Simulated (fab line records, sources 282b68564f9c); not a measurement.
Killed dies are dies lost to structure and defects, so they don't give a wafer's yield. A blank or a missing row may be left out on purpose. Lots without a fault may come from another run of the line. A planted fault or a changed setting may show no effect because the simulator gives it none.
Problem report in the 8D (eight disciplines) form, filled by code | flow rit_cmos | the parts of the form that need people (team, actions taken, sign-off) are left out

1. THE PROBLEM
cathode_dc_power_W at RIT_SILICIDE_SPUTTER_01 reads a mean of 343.26 W on 1 wafer of 1 lot; wafers without a fault read 350.00 W with a standard deviation of 0.067. That is -99 or more standard deviations from the usual mean.
The step: material Ti, target thk 30 nm, time 240 s.
First seen on wafer L183.1, day 7 22:12, on pvd_sputter-03. The record holds 13 wafers of 5 lots with a number at this step. Rule for "out", or "out of limits": more than 4 standard deviations from the usual mean. The other wafers with a number count as sound.

2. WHAT IT IS AND WHAT IT IS NOT
question                    | is                     | is not
which readings at this step | cathode_dc_power_W     | throttle_valve_pct
which lots                  | L183                   | L162, L164, L168, L172
which wafers of those lots  | all that have a number | -
read on which tools         | pvd_sputter-03         | pvd_sputter-02
when                        | from day 7 22:12       | up to then (12 sound wafers)

3. SUSPECTS, AND WHAT RULES EACH OUT
Counting: a tool at a process step up to the reading stays a suspect if it ran every lot that is out and no sound lot after the first of them.
- plasma_asher-04 at RIT_PSD_STRIP_09 (strips in O2, time 180 s): kept. It ran the lot that is out, L183 (day 7 21:02), and no sound lot after that; its last sound lot up to then is L172 (day 5 13:14).
- rtp_anneal-02 at RIT_SDANNEAL_RTA_03 (time 5 s): kept. It ran the lot that is out, L183 (day 7 21:38), and no sound lot after that; its last sound lot up to then is L162 (day 3 14:02).
- pvd_sputter-03 at RIT_SILICIDE_SPUTTER_01 (material Ti, target thk 30 nm, time 240 s): kept. It ran the lot that is out, L183 (day 7 22:12), and no sound lot after that; its last sound lot up to then is L172 (day 5 14:21). Its own readings are out on those wafers: cathode_dc_power_W.
Left after counting: plasma_asher-04 at RIT_PSD_STRIP_09, rtp_anneal-02 at RIT_SDANNEAL_RTA_03, pvd_sputter-03 at RIT_SILICIDE_SPUTTER_01.

4. THE CAUSE (what the simulator had put in)
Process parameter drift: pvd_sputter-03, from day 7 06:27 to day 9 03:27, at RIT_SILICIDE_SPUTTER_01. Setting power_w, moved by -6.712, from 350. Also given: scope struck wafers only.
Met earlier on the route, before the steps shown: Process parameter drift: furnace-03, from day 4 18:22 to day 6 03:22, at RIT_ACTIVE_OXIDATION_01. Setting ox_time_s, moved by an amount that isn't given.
Counting left 3 suspects, and this tool is among them.

5. THE CHAIN OF EFFECTS, in route order
Each row: a reading whose mean over the struck wafers that have a number lies more than 3 standard deviations from the usual. Only readings for which the record gives a usual standard deviation are gone through. hours: the time from each lot's start at the first step in this table that gives one to its start at this step, as a median over the lots. sigmas: the change in usual standard deviations.
hours | step                    | reading            | usual    | on struck wafers | change | sigmas
0     | RIT_SILICIDE_SPUTTER_01 | cathode_dc_power_W | 350.00 W | 343.26           | -6.74  | -99 or more
7     | RIT_M1_PROBE_99         | killed_at_contacts | 0.1      | 2.0              | +1.9   | +6.1
The process steps in it:
- RIT_SILICIDE_SPUTTER_01: material Ti, target thk 30 nm, time 240 s.
- RIT_M1_PROBE_99
Later measuring or inspecting steps at which every struck wafer that the step has a row for has a number for every such reading, and none has moved that far: RIT_SILICIDE_RS_MEAS_02.

6. WHAT WOULD HAVE CAUGHT IT SOONER
In this record the first reading out of limits was taken at day 7 22:12, 16 hours after the fault began at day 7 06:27.
